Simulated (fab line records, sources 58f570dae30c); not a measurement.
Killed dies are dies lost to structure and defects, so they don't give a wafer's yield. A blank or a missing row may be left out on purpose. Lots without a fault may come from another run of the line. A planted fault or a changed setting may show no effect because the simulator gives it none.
Problem report in the 8D (eight disciplines) form, filled by code | flow berkeley_cmos170 | the parts of the form that need people (team, actions taken, sign-off) are left out

1. THE PROBLEM
SPACER_TEOS_THK at UCB170_SPACER_THK_MEAS_01 reads a mean of 253 nm on 2 wafers of 2 lots; wafers without a fault read 378 nm with a standard deviation of 4.5. That is -28 standard deviations from the usual mean.
First seen on wafer L534.1, day 10 07:16, on film_metro-04. The record holds 42 wafers of 14 lots with a number at this step. Rule for "out", or "out of limits": more than 4 standard deviations from the usual mean. The other wafers with a number count as sound.

2. WHAT IT IS AND WHAT IT IS NOT
question                    | is                           | is not
which readings at this step | SPACER_TEOS_THK              | -
which lots                  | L534, L535                   | L515, L516, L517, L518, L519, L520, L521, L522, L531, L536, L537, L538
which wafers of those lots  | L534.1, L535.2               | L534.3, L534.5, L535.1, L535.5
read on which gauges        | film_metro-03, film_metro-04 | film_metro-01
when                        | from day 10 07:16            | up to then (26 sound wafers); but 14 sound wafers of L531, L535, L536, L537, L538 came after

3. SUSPECTS, AND WHAT RULES EACH OUT
Counting: a tool at a process step up to the reading stays a suspect if it ran every lot that is out. Sound lots after the first of them don't rule it out here, since some wafers of a struck lot are sound.
- the gauge at UCB170_SPACER_THK_MEAS_01: ruled out. The wafers that are out were read on 2 gauges (film_metro-03, film_metro-04).
- pecvd-01 at UCB170_SPACER_CVD_00 (deposits SiO2 from TEOS/O2, target thk 376 nm, time 47 s): kept. It ran every lot that is out, first L534 (day 10 07:13); its last sound lot up to then is L518 (day 6 18:31).
- Within pecvd-01 at UCB170_SPACER_CVD_00: the wafers that are out ran in chamber 1; their sound lot-mates ran in chamber 0.
Left after counting: pecvd-01 at UCB170_SPACER_CVD_00.

4. THE CAUSE (what the simulator had put in)
Process parameter drift: pecvd-01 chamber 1, from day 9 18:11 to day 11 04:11, at UCB170_SPACER_CVD_00. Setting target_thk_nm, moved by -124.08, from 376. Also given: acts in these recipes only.
Counting left only this tool.

5. THE CHAIN OF EFFECTS, in route order
Each row: a reading whose mean over the struck wafers that have a number lies more than 3 standard deviations from the usual. Only readings for which the record gives a usual standard deviation are gone through. hours: the time from each lot's start at the first step in this table that gives one to its start at this step, as a median over the lots. sigmas: the change in usual standard deviations.
hours | step                      | reading         | usual      | on struck wafers | change | sigmas
0     | UCB170_SPACER_THK_MEAS_01 | SPACER_TEOS_THK | 378 nm     | 253              | -125   | -28
3     | UCB170_SPACER_ETCHBACK_03 | oes_product_au  | 0.898 a.u. | 0.682            | -0.216 | -15
The process steps in it:
- UCB170_SPACER_ETCHBACK_03: etches SiO2 in CHF3/CF4/Ar, stops on Si, target depth 376 nm, time 100 s.
Later measuring or inspecting steps at which every struck wafer that the step has a row for has a number for every such reading, and none has moved that far: UCB170_V1_THK_MEAS_01.

6. WHAT WOULD HAVE CAUGHT IT SOONER
In this record the first reading out of limits at a measuring or inspecting step was taken at day 10 07:16, 13 hours after the fault began at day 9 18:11.
Of the tool readings at UCB170_SPACER_CVD_00 for which the record gives a usual standard deviation, none was out on any struck wafer, so an alarm limit of 4 standard deviations on them would not have fired.
Of the lots that are out (2), L535 began UCB170_SPACER_CVD_00 on pecvd-01 after day 10 07:16. A hold on the tool at that time would have spared it.
